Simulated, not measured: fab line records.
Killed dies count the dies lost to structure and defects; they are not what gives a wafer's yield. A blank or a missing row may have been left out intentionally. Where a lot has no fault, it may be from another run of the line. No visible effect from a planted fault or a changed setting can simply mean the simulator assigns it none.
The tool behind it: which one?	flow rit-cmos	21 wafers from 7 lots sampled at 2 of the route's 202 steps

WHAT THE GAUGES READ, wafer by wafer
RIT_ACTIVE_THK_MEAS_02.
lot	measured	on	ACTIVE_OXIDE_THK (nm)
L691	day 1 18:25	film-metro-04	47.1 47.4 47.4
L693	day 2 03:04	film-metro-03	48.4 47.6 48.4
L702	day 4 00:04	film-metro-04	33.6 33.3 33.8
L704	day 4 11:02	film-metro-04	44.7 45.8 45.9
L708	day 5 06:03	film-metro-04	46.6 46.4 47.2
L710	day 5 16:03	film-metro-04	46.6 46.2 46.6
L713	day 6 07:03	film-metro-02	45.8 45.7 46.0

WHICH TOOL RAN EACH LOT (tool, then ch and the chambers of the sampled wafers, then the start)
lot	RIT_ACTIVE_OXIDATION_01
L691	furnace-01 ch 0, day 1 16:29
L693	furnace-02 ch 0, day 2 01:07
L702	furnace-04 ch 0, day 3 22:07
L704	furnace-02 ch 0, day 4 09:06
L708	furnace-02 ch 0, day 5 04:07
L710	furnace-01 ch 0, day 5 14:07
L713	furnace-01 ch 0, day 6 05:07
- RIT_ACTIVE_OXIDATION_01: target thk 46.8 nm, ox time 3360 s.

THE ANSWER, worked out from the rows above alone
Rule: what is usual is taken from the lots themselves. The widest of any qualifying gaps counts: lots, ordered by their means at a reading, are off when they make up no more than a third of the lots, leave a main group of 4 or more, and stand apart from it by 3 or more times the standard deviation of that group's means. The tables above print the reading to a certain number of digits; a main group whose means all agree to those digits is not used. A lot without any number at a reading at which 4 lots or more have one is off too. The other lots that the step has rows for count as sound.
Off: L702, at RIT_ACTIVE_THK_MEAS_02 (ACTIVE_OXIDE_THK). The main group has a mean of 46.7 nm with a standard deviation of 0.89.
A tool fits if, at a process step before that reading, it ran every lot that is off, and no sound lot after the first of them. Gauges at RIT_ACTIVE_THK_MEAS_02: tried the same way as those tools. One candidate fits, namely furnace-04 at RIT_ACTIVE_OXIDATION_01. It ran no sound lot before its first lot that is off in this sample, so the start can't be narrowed down.

WHAT HAD BEEN PUT IN BY THE SIMULATOR
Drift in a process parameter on furnace-04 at RIT_ACTIVE_OXIDATION_01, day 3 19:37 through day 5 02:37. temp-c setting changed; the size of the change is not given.
Struck lots among those shown: L702. This agrees with what the rule above found.
